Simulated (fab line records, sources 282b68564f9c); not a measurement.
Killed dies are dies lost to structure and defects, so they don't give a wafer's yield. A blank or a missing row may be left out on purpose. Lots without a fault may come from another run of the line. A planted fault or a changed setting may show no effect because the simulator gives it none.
Which tool did it? | flow rit_cmos | 7 lots, 21 wafers sampled, at 2 steps of a route of 202

WHAT THE GAUGES READ, wafer by wafer
RIT_FOX2_THK_MEAS_01.
lot  | measured    | on            | FOX2_OXIDE_THK (nm)
L327 | day 2 05:04 | film_metro-01 | 363 363 361
L329 | day 2 12:05 | film_metro-04 | 341 341 341
L332 | day 3 00:55 | film_metro-02 | 357 350 355
L338 | day 4 08:07 | film_metro-01 | 344 347 352
L341 | day 4 23:02 | film_metro-04 | 357 355 358
L344 | day 5 13:05 | film_metro-01 | 285 279 284
L349 | day 6 21:47 | film_metro-02 | 349 352 356

WHICH TOOL RAN EACH LOT (tool, then ch and the chambers of the sampled wafers, then the start)
lot  | RIT_FOX2_OXIDATION_00
L327 | furnace-03 ch 0, day 2 03:44
L329 | furnace-01 ch 0, day 2 10:46
L332 | furnace-04 ch 0, day 2 23:36
L338 | furnace-04 ch 0, day 4 06:47
L341 | furnace-04 ch 0, day 4 21:43
L344 | furnace-03 ch 0, day 5 11:46
L349 | furnace-04 ch 0, day 6 20:28
- RIT_FOX2_OXIDATION_00: target thk 350.7 nm, ox time 1130 s.

THE ANSWER, worked out from the rows above alone
Rule: what is usual is taken from the lots themselves. Put in order of their means at a reading, lots are off if they are a third of the lots or fewer, leave a main group of 4 or more, and stand apart from it by a gap of 3 or more times the standard deviation of the main group's means; of several such gaps the widest counts. A main group whose means are all the same, to the digits that the tables above print for the reading, isn't used. A lot without any number at a reading at which 4 lots or more have one is off too. The other lots that the step has rows for count as sound.
Off: L344, at RIT_FOX2_THK_MEAS_01 (FOX2_OXIDE_THK). The main group: mean 352 nm, standard deviation 6.7.
A tool fits if, at a process step before that reading, it ran every lot that is off, and no sound lot after the first of them. The gauges at RIT_FOX2_THK_MEAS_01 are tried like those tools. Can't be told from this: 2 tools fit, furnace-03 at RIT_FOX2_OXIDATION_00, film_metro-01 at RIT_FOX2_THK_MEAS_01.

WHAT THE SIMULATOR HAD PUT IN
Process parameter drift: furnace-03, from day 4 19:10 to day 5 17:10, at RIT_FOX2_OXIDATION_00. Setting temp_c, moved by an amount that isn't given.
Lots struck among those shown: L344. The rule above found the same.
